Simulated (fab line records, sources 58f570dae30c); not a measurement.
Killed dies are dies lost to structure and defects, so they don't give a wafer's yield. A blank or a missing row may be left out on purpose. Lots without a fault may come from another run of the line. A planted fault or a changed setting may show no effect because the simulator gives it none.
fab line records | flow berkeley_cmos170
record lots=5 wafers=23
route steps=331 shown SILICIDE@211 CONTACT@229 M1@238 V1@261
start_h: hours from the record's first day to the start of the lot's first wafer shown | wait_h: hours since the lot's step before | " the same as in the row above | L1.1+2: a row that stands for several wafers | - no value, or no start given | * or withheld: withheld | < > ~ a bound
route shown NAME@n: a module of which the file shows steps, and the number in the route of the first | usual: mean/standard deviation of fault-free wafers | same: alike in all rows | chamber/n: place in a boat | sites: the reading at each site | _std_site: their standard deviation | _edge_site: outer sites' mean less inner sites' | radius_mm: how far each site lies from the wafer's centre | mask NAME#n: copy n | behind: the tool/chamber that last shaped the wafer | hold: why the lot was held/for how many hours/how that ended | device: the transistor (n, p or np) that didn't switch | end of line: the same wafers' tests at the end of the route | a step without rows: its recipe alone | killed: dies lost to structure and defects at the first sort, not the wafer's yield | map: a wafer's dies, x killed, . not, _ none there
set.NAME: the setting as run; set.NAME@STEP: as run at that earlier step | model.NAME: the simulator's own value behind a step, which no gauge read
lots whose settings were changed on purpose; a table a step, a row a wafer
## steps
# step UCB170_SILICIDE_SPUTTER_01
# recipe material=Ti target_thk_nm=30 time_s=25 power_w=1500 chamber_pressure_pa=0.5
# columns lot.wafer tool chamber start_h wait_h set.power_w model.Ti_of_SILICIDE_SPUTTER_01.thk_nm
L075.1 pvd_sputter-03 - 175.10 0.0 1664 33.01
L075.2 " - " " 1664 33.66
L075.3 " - " " 1664 33.1
L075.5 " - " " 1500 29.8
L075.6 " - " " 1500 29.97
L076.1 pvd_sputter-04 - 176.04 0.0 1500 30.18
L076.3 " - " " 1500 30.24
L076.6 " - " " 1500 30.53
L077.1 pvd_sputter-03 - 185.10 0.0 1500 30.19
L077.2 " - " " 1649 33.36
L077.3 " - " " 1649 32.94
L077.4 " - " " 1500 30.09
L077.6 " - " " 1649 33.13
L080.1 pvd_sputter-03 - 186.69 0.0 1500 30.6
L080.2 " - " " 1500 30.24
L080.3 " - " " 1500 30.19
L080.4 " - " " 1500 30.63
L080.5 " - " " 1500 30.26
L084.2 pvd_sputter-03 - 197.03 0.0 1500 30.59
L084.3 " - " " 1500 30.52
L084.4 " - " " 1500 30.63
L084.5 " - " " 1500 30.23
L084.6 " - " " 1500 30.67
# step UCB170_SILICIDE_RS_MEAS_02
# recipe thk_meas_gauge=four-point-probe reads=Ti_of_SILICIDE_SPUTTER_01
# usual SILICIDE_TI_RS=26.2/0.43
# columns lot.wafer tool chamber start_h wait_h set.power_w@SILICIDE_SPUTTER_01 SILICIDE_TI_RS[ohm/sq]
L075.1 film_metro-01 - 175.13 0.0 1664 23.3
L075.2 " - " " 1664 22.8
L075.3 " - " " 1664 23.2
L075.5 " - " " 1500 26.3
L075.6 " - " " 1500 26.1
L076.1 film_metro-02 - 176.07 0.0 1500 25.9
L076.3 " - " " 1500 25.8
L076.6 " - " " 1500 25.5
L077.1 film_metro-02 - 185.13 0.0 1500 25.9
L077.2 " - " " 1649 23.1
L077.3 " - " " 1649 23.4
L077.4 " - " " 1500 26.0
L077.6 " - " " 1649 23.2
L080.1 film_metro-01 - 186.72 0.0 1500 25.5
L080.2 " - " " 1500 25.9
L080.3 " - " " 1500 26.0
L080.4 " - " " 1500 25.6
L080.5 " - " " 1500 25.8
L084.2 film_metro-02 - 197.08 0.0 1500 25.5
L084.3 " - " " 1500 25.6
L084.4 " - " " 1500 25.5
L084.5 " - " " 1500 26.0
L084.6 " - " " 1500 25.4
# step UCB170_SILICIDE_THK_MEAS_03
# recipe thk_meas_gauge=xrf reads=Ti_of_SILICIDE_SPUTTER_01
# usual SILICIDE_TI_THK=29.5/0.44
# columns lot.wafer tool chamber start_h wait_h set.power_w@SILICIDE_SPUTTER_01 SILICIDE_TI_THK[nm]
L075.1 film_metro-01 - 175.25 0.1 1664 32.9
L075.2 " - " " 1664 33.4
L075.3 " - " " 1664 32.8
L075.5 " - " " 1500 29.6
L075.6 " - " " 1500 29.9
L076.1 film_metro-02 - 176.19 0.1 1500 29.5
L076.3 " - " " 1500 29.8
L076.6 " - " " 1500 29.9
L077.1 film_metro-02 - 185.25 0.1 1500 29.7
L077.2 " - " " 1649 32.8
L077.3 " - " " 1649 32.2
L077.4 " - " " 1500 29.4
L077.6 " - " " 1649 32.5
L080.1 film_metro-01 - 186.84 0.1 1500 30.3
L080.2 " - " " 1500 29.9
L080.3 " - " " 1500 29.9
L080.4 " - " " 1500 30.4
L080.5 " - " " 1500 30.1
L084.2 film_metro-02 - 197.19 0.1 1500 29.8
L084.3 " - " " 1500 29.8
L084.4 " - " " 1500 30.1
L084.5 " - " " 1500 29.6
L084.6 " - " " 1500 30.0
# step UCB170_CONTACT_PEB_13
# recipe peb_temp_c=130 peb_time_s=withheld resist=KrF
# columns lot.wafer tool chamber start_h wait_h set.peb_temp_c
L075.1+3 litho_track-03 0 179.41 0.3 130
L075.2+5+6 " 0 " " 133.3
L076.1+3+6 litho_track-03 0 182.59 1.0 130
L077.1+3+6 litho_track-01 0 188.97 0.2 132.2
L077.2+4 " 0 " " 130
L080.1+2+4 litho_track-01 0 190.97 0.3 128.8
L080.3+5 " 0 " " 130
L084.2+3+4+5+6 litho_track-03 0 203.09 0.4 130
# step UCB170_CONTACT_DEVELOP_14
# recipe developer=TMAH develop_time_s=45 resist=KrF dev_temp_c=21
# step UCB170_CONTACT_CD_MEAS_15
# recipe target_cd_nm=700
# usual cd_nm=700.0/1.6
# columns lot.wafer tool chamber start_h wait_h set.peb_temp_c@CONTACT_PEB_13 cd_nm
L075.1 cd_sem-01 - 180.08 - 130 699.8
L075.2 " - " " 133.3 719.1
L075.3 " - " " 130 699.7
L075.5 " - " " 133.3 718.6
L075.6 " - " " 133.3 719.8
L076.1 cd_sem-01 - 182.86 - 130 700.5
L076.3 " - " " 130 701.8
L076.6 " - " " 130 701.2
L077.1 cd_sem-01 - 189.24 - 132.2 716.0
L077.2 " - " " 130 700.4
L077.3 " - " " 132.2 714.0
L077.4 " - " " 130 700.8
L077.6 " - " " 132.2 715.1
L080.1 cd_sem-01 - 191.24 - 128.8 690.8
L080.2 " - " " 128.8 691.5
L080.3 " - " " 130 701.1
L080.4 " - " " 128.8 692.6
L080.5 " - " " 130 701.7
L084.2 cd_sem-02 - 203.37 - 130 701.7
L084.3 " - " " 130 702.3
L084.4 " - " " 130 700.9
L084.5 " - " " 130 702.2
L084.6 " - " " 130 702.2
# step UCB170_CONTACT_ETCH_17
# recipe chemistry=N2/H2 target_depth_a=withheld overetch_a=withheld target=BARC time_s=withheld source_w=500 bias_w=100 pressure_mtorr=30 n2_flow_sccm=100 h2_flow_sccm=200
# columns lot.wafer tool chamber start_h wait_h set.peb_temp_c@CONTACT_PEB_13 model.CONTACT.cd_nm
L075.1 rie_diel-02 2 180.23 0.0 130 700.1
L075.2 " 0 " " 133.3 718.3
L075.3 " 1 " " 130 699.4
L075.5 " 0 " " 133.3 717.8
L075.6 " 3 " " 133.3 721.1
L076.1 rie_diel-04 1 183.02 0.0 130 699.4
L076.3 " 2 " " 130 701.3
L076.6 " 2 " " 130 700.6
L077.1 rie_diel-04 2 189.40 0.0 132.2 715.3
L077.2 " 0 " " 130 700.5
L077.3 " 3 " " 132.2 714
L077.4 " 0 " " 130 699.8
L077.6 " 3 " " 132.2 715.1
L080.1 rie_diel-04 3 191.40 0.0 128.8 691.5
L080.2 " 2 " " 128.8 691
L080.3 " 0 " " 130 701
L080.4 " 3 " " 128.8 693.1
L080.5 " 2 " " 130 701.7
L084.2 rie_diel-02 0 203.50 0.0 130 700.9
L084.3 " 3 " " 130 703.4
L084.4 " 2 " " 130 701.3
L084.5 " 1 " " 130 702
L084.6 " 2 " " 130 702.9
# step UCB170_CONTACT_ETCH_18
# recipe chemistry=CHF3/CF4/Ar target=PSG stop_on=TiSi2 CHF3_flow_sccm=45 cf4_flow_sccm=15 Ar_flow_sccm=150 pressure_mtorr=200 rf_w=700 target_depth_a=8400 over_etch_frac=0.2 time_s=195
# columns lot.wafer tool chamber start_h wait_h set.peb_temp_c@CONTACT_PEB_13 model.CONTACT.cd_nm
L075.1 rie_diel-02 2 - - 130 700.5
L075.2 " 0 " " 133.3 717.6
L075.3 " 1 " " 130 698.5
L075.5 " 0 " " 133.3 717.1
L075.6 " 3 " " 133.3 721.8
L076.1 rie_diel-04 1 - - 130 699.2
L076.3 " 2 " " 130 701.6
L076.6 " 2 " " 130 701.2
L077.1 rie_diel-04 2 - - 132.2 715.1
L077.2 " 0 " " 130 700.6
L077.3 " 3 " " 132.2 714.7
L077.4 " 0 " " 130 700.2
L077.6 " 3 " " 132.2 715.7
L080.1 rie_diel-04 3 - - 128.8 692
L080.2 " 2 " " 128.8 690.9
L080.3 " 0 " " 130 701.9
L080.4 " 3 " " 128.8 693.9
L080.5 " 2 " " 130 702.2
L084.2 rie_diel-02 0 - - 130 700.5
L084.3 " 3 " " 130 703.4
L084.4 " 2 " " 130 700.9
L084.5 " 1 " " 130 700.4
L084.6 " 2 " " 130 702.8
# step UCB170_CONTACT_STRIP_19
# recipe chemistry=O2 power_w=400 pressure_mtorr=3500 platen_temp_c=withheld o2_flow_sccm=400 overash_fraction=0.5
# step UCB170_CONTACT_CD_MEAS_90
# recipe target_cd_nm=700
# usual cd_nm=700.0/2.1
# columns lot.wafer tool chamber start_h wait_h set.peb_temp_c@CONTACT_PEB_13 cd_nm
L075.1 cd_sem-01 - 180.68 0.2 130 700.5
L075.2 " - " " 133.3 717.6
L075.3 " - " " 130 698.8
L075.5 " - " " 133.3 717.0
L075.6 " - " " 133.3 721.6
L076.1 cd_sem-02 - 183.43 0.2 130 699.4
L076.3 " - " " 130 701.9
L076.6 " - " " 130 701.0
L077.1 cd_sem-01 - 189.67 0.1 132.2 714.8
L077.2 " - " " 130 700.5
L077.3 " - " " 132.2 714.7
L077.4 " - " " 130 699.5
L077.6 " - " " 132.2 715.8
L080.1 cd_sem-02 - 191.67 0.1 128.8 692.0
L080.2 " - " " 128.8 691.3
L080.3 " - " " 130 701.8
L080.4 " - " " 128.8 694.0
L080.5 " - " " 130 702.1
L084.2 cd_sem-01 - 203.79 0.1 130 700.6
L084.3 " - " " 130 703.5
L084.4 " - " " 130 701.2
L084.5 " - " " 130 700.6
L084.6 " - " " 130 703.2
# step UCB170_M1_SPUTTER_00
# recipe material=Al target_thk_nm=600 time_s=80 power_w=6000 chamber_pressure_pa=0.5
# columns lot.wafer tool chamber start_h wait_h set.time_s model.Al_of_M1_SPUTTER_00.thk_nm
L075.1 pvd_sputter-03 - 181.14 0.0 71.95 537.2
L075.2 " - " " 80 587.5
L075.3 " - " " 80 602.3
L075.5 " - " " 71.95 526.7
L075.6 " - " " 71.95 527.5
L076.1 pvd_sputter-04 - 183.73 0.0 80 586.3
L076.3 " - " " 80 597.6
L076.6 " - " " 80 588.9
L077.1 pvd_sputter-02 - 189.96 0.0 85.98 651.7
L077.2 " - " " 85.98 651
L077.3 " - " " 80 612.5
L077.4 " - " " 85.98 657.2
L077.6 " - " " 80 605.9
L080.1 pvd_sputter-03 - 191.96 0.0 90.23 684.6
L080.2 " - " " 80 596.7
L080.3 " - " " 90.23 687.2
L080.4 " - " " 90.23 672.6
L080.5 " - " " 80 606.9
L084.2 pvd_sputter-03 - 205.11 0.0 80 608.2
L084.3 " - " " 89.86 677.8
L084.4 " - " " 89.86 675
L084.5 " - " " 80 612.6
L084.6 " - " " 89.86 682.9
# step UCB170_M1_RS_MEAS_01
# recipe thk_meas_gauge=four-point-probe reads=Al_of_M1_SPUTTER_00
# usual M1_AL_RS=0.0485/0.00065
# columns lot.wafer tool chamber start_h wait_h set.time_s@M1_SPUTTER_00 M1_AL_RS[ohm/sq]
L075.1 film_metro-03 - 181.21 0.0 71.95 0.0545
L075.2 " - " " 80 0.0497
L075.3 " - " " 80 0.0484
L075.5 " - " " 71.95 0.0554
L075.6 " - " " 71.95 0.0553
L076.1 film_metro-04 - 183.80 0.0 80 0.0496
L076.3 " - " " 80 0.0488
L076.6 " - " " 80 0.0495
L077.1 film_metro-04 - 190.02 0.0 85.98 0.0447
L077.2 " - " " 85.98 0.0446
L077.3 " - " " 80 0.0476
L077.4 " - " " 85.98 0.0442
L077.6 " - " " 80 0.0480
L080.1 film_metro-04 - 192.02 0.0 90.23 0.0424
L080.2 " - " " 80 0.0488
L080.3 " - " " 90.23 0.0423
L080.4 " - " " 90.23 0.0432
L080.5 " - " " 80 0.0479
L084.2 film_metro-01 - 205.20 0.1 80 0.0479
L084.3 " - " " 89.86 0.0429
L084.4 " - " " 89.86 0.0430
L084.5 " - " " 80 0.0475
L084.6 " - " " 89.86 0.0425
# step UCB170_M1_THK_MEAS_02
# recipe thk_meas_gauge=xrf reads=Al_of_M1_SPUTTER_00
# usual M1_AL_THK=593/9.8
# columns lot.wafer tool chamber start_h wait_h set.time_s@M1_SPUTTER_00 M1_AL_THK[nm]
L075.1 film_metro-03 - 181.33 0.1 71.95 527
L075.2 " - " " 80 575
L075.3 " - " " 80 591
L075.5 " - " " 71.95 515
L075.6 " - " " 71.95 516
L076.1 film_metro-04 - 183.92 0.1 80 584
L076.3 " - " " 80 589
L076.6 " - " " 80 581
L077.1 film_metro-04 - 190.14 0.1 85.98 641
L077.2 " - " " 85.98 648
L077.3 " - " " 80 612
L077.4 " - " " 85.98 655
L077.6 " - " " 80 600
L080.1 film_metro-04 - 192.14 0.1 90.23 677
L080.2 " - " " 80 592
L080.3 " - " " 90.23 680
L080.4 " - " " 90.23 663
L080.5 " - " " 80 595
L084.2 film_metro-01 - 205.31 0.1 80 605
L084.3 " - " " 89.86 672
L084.4 " - " " 89.86 668
L084.5 " - " " 80 607
L084.6 " - " " 89.86 678
# step UCB170_M1_PEB_07
# recipe peb_temp_c=130 peb_time_s=withheld resist=KrF
# columns lot.wafer tool chamber start_h wait_h set.peb_temp_c
L075.1+3+5 litho_track-03 0 183.59 1.0 130
L075.2+6 " 0 " " 133.7
L076.1+3+6 litho_track-04 0 185.72 0.6 130
L077.1+2+3 litho_track-02 0 191.63 0.8 131.4
L077.4+6 " 0 " " 130
L080.1+3 litho_track-04 0 193.47 0.2 131.9
L080.2+4+5 " 0 " " 130
L084.2+4 litho_track-02 0 206.58 0.3 130
L084.3+5+6 " 0 " " 126.8
# step UCB170_M1_DEVELOP_08
# recipe developer=TMAH develop_time_s=45 resist=KrF dev_temp_c=21
# step UCB170_M1_CD_MEAS_09
# recipe target_cd_nm=700
# usual cd_nm=699.9/1.3
# columns lot.wafer tool chamber start_h wait_h set.peb_temp_c@M1_PEB_07 cd_nm
L075.1 cd_sem-02 - 183.91 - 130 699.9
L075.2 " - " " 133.7 680.1
L075.3 " - " " 130 701.5
L075.5 " - " " 130 700.8
L075.6 " - " " 133.7 679.3
L076.1 cd_sem-02 - 185.99 - 130 700.5
L076.3 " - " " 130 700.7
L076.6 " - " " 130 700.7
L077.1 cd_sem-01 - 191.90 - 131.4 691.9
L077.2 " - " " 131.4 691.9
L077.3 " - " " 131.4 692.0
L077.4 " - " " 130 701.5
L077.6 " - " " 130 700.8
L080.1 cd_sem-02 - 193.75 - 131.9 688.0
L080.2 " - " " 130 697.6
L080.3 " - " " 131.9 687.2
L080.4 " - " " 130 698.5
L080.5 " - " " 130 699.5
L084.2 cd_sem-01 - 206.85 - 130 701.4
L084.3 " - " " 126.8 726.4
L084.4 " - " " 130 702.5
L084.5 " - " " 126.8 725.8
L084.6 " - " " 126.8 724.9
# step UCB170_M1_ETCH_11
# recipe chemistry=N2/H2 target_depth_a=withheld overetch_a=withheld target=BARC time_s=withheld source_w=500 bias_w=100 pressure_mtorr=30 n2_flow_sccm=100 h2_flow_sccm=200
# columns lot.wafer tool chamber start_h wait_h set.peb_temp_c@M1_PEB_07 model.M1.cd_nm
L075.1 rie_diel-04 1 184.07 0.0 130 700.3
L075.2 " 3 " " 133.7 680.5
L075.3 " 2 " " 130 702.3
L075.5 " 1 " " 130 700.9
L075.6 " 2 " " 133.7 680.3
L076.1 rie_diel-04 1 186.15 0.0 130 700.9
L076.3 " 0 " " 130 700.3
L076.6 " 1 " " 130 700.6
L077.1 rie_diel-01 1 192.06 0.0 131.4 690.7
L077.2 " 3 " " 131.4 690.6
L077.3 " 0 " " 131.4 691.4
L077.4 " 1 " " 130 700.3
L077.6 " 3 " " 130 699.2
L080.1 rie_diel-02 0 193.90 0.0 131.9 687
L080.2 " 2 " " 130 698.6
L080.3 " 1 " " 131.9 687.6
L080.4 " 2 " " 130 699.7
L080.5 " 1 " " 130 700.3
L084.2 rie_diel-01 1 206.98 0.0 130 700.6
L084.3 " 0 " " 126.8 726.8
L084.4 " 1 " " 130 702.2
L084.5 " 3 " " 126.8 724.3
L084.6 " 0 " " 126.8 725.1
# step UCB170_M1_METAL_ETCH_12
# recipe chemistry=Cl2/BCl3 target=Al stop_on=PSG pressure_mtorr=12 target_depth_a=7800 over_etch_frac=0.3 time_s=130 icp_w=600 bias_w=120 Cl2_flow_sccm=90 bcl3_flow_sccm=45
# usual oes_product_au=0.846/0.012
# columns lot.wafer tool chamber start_h wait_h set.time_s@M1_SPUTTER_00 set.peb_temp_c@M1_PEB_07 oes_product_au model.M1.cd_nm
L075.1 rie_metal-02 1 184.11 - 71.95 130 0.784 695.8
L075.2 " 0 " " 80 133.7 0.856 677.9
L075.3 " 1 " " 80 130 0.823 699
L075.5 " 1 " " 71.95 130 0.774 697.7
L075.6 " 0 " " 71.95 133.7 0.800 679.2
L076.1 rie_metal-01 1 186.19 - 80 130 0.841 699.3
L076.3 " 1 " " 80 130 0.843 698.2
L076.6 " 1 " " 80 130 0.835 697.8
L077.1 rie_metal-01 0 192.10 - 85.98 131.4 0.884 690
L077.2 " 1 " " 85.98 131.4 0.875 689.7
L077.3 " 0 " " 80 131.4 0.860 691.6
L077.4 " 1 " " 85.98 130 0.889 698
L077.6 " 0 " " 80 130 0.850 698.5
L080.1 rie_metal-01 0 193.94 - 90.23 131.9 0.911 685.7
L080.2 " 0 " " 80 130 0.847 696.6
L080.3 " 0 " " 90.23 131.9 0.910 686.7
L080.4 " 0 " " 90.23 130 0.901 698.1
L080.5 " 0 " " 80 130 0.846 698.1
L084.2 rie_metal-02 1 207.03 - 80 130 0.837 695.1
L084.3 " 1 " " 89.86 126.8 0.892 721.4
L084.4 " 0 " " 89.86 130 0.927 698.4
L084.5 " 1 " " 80 126.8 0.838 715.9
L084.6 " 0 " " 89.86 126.8 0.926 720.9
# step UCB170_M1_STRIP_13
# recipe chemistry=O2 power_w=400 pressure_mtorr=3500 platen_temp_c=withheld o2_flow_sccm=400 overash_fraction=0.5
# step UCB170_M1_CD_MEAS_90
# recipe target_cd_nm=700
# usual cd_nm=697.4/2
# columns lot.wafer tool chamber start_h wait_h set.peb_temp_c@M1_PEB_07 cd_nm
L075.1 cd_sem-01 - 184.34 0.1 130 695.5
L075.2 " - " " 133.7 677.4
L075.3 " - " " 130 698.5
L075.5 " - " " 130 697.7
L075.6 " - " " 133.7 679.0
L076.1 cd_sem-01 - 186.42 0.1 130 699.5
L076.3 " - " " 130 698.3
L076.6 " - " " 130 697.8
L077.1 cd_sem-02 - 192.34 0.1 131.4 690.1
L077.2 " - " " 131.4 689.7
L077.3 " - " " 131.4 691.5
L077.4 " - " " 130 698.0
L077.6 " - " " 130 698.8
L080.1 cd_sem-01 - 194.31 0.1 131.9 685.7
L080.2 " - " " 130 696.3
L080.3 " - " " 131.9 686.6
L080.4 " - " " 130 698.0
L080.5 " - " " 130 698.3
L084.2 cd_sem-01 - 207.28 0.1 130 695.5
L084.3 " - " " 126.8 721.2
L084.4 " - " " 130 698.4
L084.5 " - " " 126.8 715.8
L084.6 " - " " 126.8 721.0
# step UCB170_V1_COAT_07
# recipe resist=KrF spin_rpm=1500 resist_thk_nm=900
# columns lot.wafer tool chamber start_h wait_h set.spin_rpm model.KrF_of_V1_COAT_07.thk_nm
L075.1 litho_track-01 0 186.82 0.1 1500 899.8
L075.2 " 0 " " 1462 912
L075.3 " 0 " " 1462 912.9
L075.5 " 0 " " 1462 910.3
L075.6 " 0 " " 1500 897.7
L076.1 litho_track-02 0 188.90 0.1 1500 902.1
L076.3 " 0 " " 1500 900.1
L076.6 " 0 " " 1500 900.2
L077.1 litho_track-03 0 196.45 0.1 1500 901.7
L077.2 " 0 " " 1500 901.3
L077.3 " 0 " " 1500 900.4
L077.4 " 0 " " 1500 901
L077.6 " 0 " " 1500 902.4
L080.1 litho_track-01 0 197.67 0.1 1500 901.1
L080.2 " 0 " " 1500 902.7
L080.3 " 0 " " 1500 902
L080.4 " 0 " " 1500 902.3
L080.5 " 0 " " 1500 901.5
L084.2 litho_track-01 0 210.48 0.1 1575 875.7
L084.3 " 0 " " 1575 876.5
L084.4 " 0 " " 1575 878.3
L084.5 " 0 " " 1500 896
L084.6 " 0 " " 1500 897.6
## key
split step=UCB170_SILICIDE_SPUTTER_01 setting=power_w stated=1500 by=wafer
response step=UCB170_SILICIDE_SPUTTER_01 reading=model.Ti_of_SILICIDE_SPUTTER_01.thk_nm change=+0.306 per=1% r=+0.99
response step=UCB170_SILICIDE_RS_MEAS_02 reading=SILICIDE_TI_RS change=-0.279 per=1% r=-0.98
response step=UCB170_SILICIDE_THK_MEAS_03 reading=SILICIDE_TI_THK change=+0.299 per=1% r=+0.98
split step=UCB170_CONTACT_PEB_13 setting=peb_temp_c stated=130 by=wafer
response step=UCB170_CONTACT_CD_MEAS_15 reading=cd_nm change=+8.13 per=1% r=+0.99
response step=UCB170_CONTACT_ETCH_17 reading=model.CONTACT.cd_nm change=+8.13 per=1% r=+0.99
response step=UCB170_CONTACT_ETCH_18 reading=model.CONTACT.cd_nm change=+8.2 per=1% r=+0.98
response step=UCB170_CONTACT_CD_MEAS_90 reading=cd_nm change=+8.14 per=1% r=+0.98
split step=UCB170_M1_SPUTTER_00 setting=time_s stated=80 by=wafer
response step=UCB170_M1_SPUTTER_00 reading=model.Al_of_M1_SPUTTER_00.thk_nm change=+6 per=1% r=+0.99
response step=UCB170_M1_RS_MEAS_01 reading=M1_AL_RS change=-0.000464 per=1% r=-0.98
response step=UCB170_M1_THK_MEAS_02 reading=M1_AL_THK change=+5.91 per=1% r=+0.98
response step=UCB170_M1_METAL_ETCH_12 reading=oes_product_au change=+0.00525 per=1% r=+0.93
split step=UCB170_M1_PEB_07 setting=peb_temp_c stated=130 by=wafer
response step=UCB170_M1_CD_MEAS_09 reading=cd_nm change=-8.27 per=1% r=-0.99
response step=UCB170_M1_ETCH_11 reading=model.M1.cd_nm change=-8.34 per=1% r=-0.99
response step=UCB170_M1_METAL_ETCH_12 reading=model.M1.cd_nm change=-7.72 per=1% r=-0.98
response step=UCB170_M1_CD_MEAS_90 reading=cd_nm change=-7.7 per=1% r=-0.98
split step=UCB170_V1_COAT_07 setting=spin_rpm stated=1500 by=wafer
response step=UCB170_V1_COAT_07 reading=model.KrF_of_V1_COAT_07.thk_nm change=-4.22 per=1% r=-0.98
